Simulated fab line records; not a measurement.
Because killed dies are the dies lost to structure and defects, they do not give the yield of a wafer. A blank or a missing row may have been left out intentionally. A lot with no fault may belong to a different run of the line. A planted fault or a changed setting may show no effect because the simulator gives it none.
Problem report, 8D (eight disciplines) form, completed by code | flow rit-cmos | the parts of the form that need people (team, actions taken, sign-off) are left out

1. WHAT WENT WRONG
Mean NRETRO_OVL at RIT_NRETRO_OVL_MEAS_06: -301.4 nm over 12 wafers in 4 lots; fault-free wafers: -1.2 nm, standard deviation 1.6. That is -99 or more standard deviations from the usual mean.
Earliest sighting: wafer L442.2 on overlay-01 at day 4 18:44. The record has a number at this step for 48 wafers belonging to 16 lots. Rule for "out", or "out of limits": more than 4 standard deviations from the usual mean. The rest of the wafers with a number are treated as sound.

2. WHAT IT IS; WHAT IT IS NOT
question                    | is                     | is not
which readings at this step | NRETRO_OVL             | -
which lots                  | L442, L445, L446, L448 | L430, L431, L434, L435, L436, L437, L438, L443, L447, L449, L450, L451
which wafers of those lots  | all that have a number | -
read on which gauges        | overlay-01, overlay-02 | -
when                        | from day 4 18:44       | up to then (21 sound wafers); but 15 sound wafers of L443, L447, L449, L450, L451 came after

3. SUSPECTS, AND WHAT RULES EACH OUT
Counting: any tool at a process step up to the reading is kept as a suspect provided that every lot that is out went through it and no sound lot did after the first of them.
- ruled out: the gauge at RIT_NRETRO_OVL_MEAS_06. The wafers that are out were read on 2 gauges (overlay-01, overlay-02).
- iline-stepper-01 at RIT_NRETRO_EXPOSE_03 (exposes mask M4, target cd 43900 nm): kept. All lots that are out passed through it, beginning with L442 at day 4 18:19, and no sound lot followed; its final sound lot before that point was L437 at day 3 19:59.
The count leaves iline-stepper-01 at RIT_NRETRO_EXPOSE_03.

4. THE CAUSE (what the simulator had put in)
Scanner matching overlay: iline-stepper-01, from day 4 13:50 on, at RIT_NRETRO_EXPOSE_03. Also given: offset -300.
The count eliminated every tool but this one.

5. THE EFFECT CHAIN, in route order
Each row: a reading where the mean over the struck wafers with a number is more than 3 standard deviations away from the usual. Readings are gone through only where the record gives a usual standard deviation; hours: the median, over the lots, of the time from a lot's start at the first step in this table giving one to that lot's start at this step; sigmas: the change measured in usual standard deviations.
hours | step                   | reading    | usual   | on struck wafers | change | sigmas
0     | RIT_NRETRO_OVL_MEAS_06 | NRETRO_OVL | -1.2 nm | -301.4           | -300.2 | -99 or more

6. WHAT WOULD HAVE CAUGHT IT SOONER
5 hours passed between the start of the fault at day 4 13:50 and the first reading out of limits at a measuring or inspecting step in this record, taken at day 4 18:44.
An alarm limit of 4 standard deviations would not have fired on the tool readings at RIT_NRETRO_EXPOSE_03 for which the record gives a usual standard deviation, since none of them was out on any struck wafer.
Of the lots that are out (4), L445, L446, L448 began RIT_NRETRO_EXPOSE_03 on iline-stepper-01 after day 4 18:44. A hold on the tool at that time would have spared those 3.
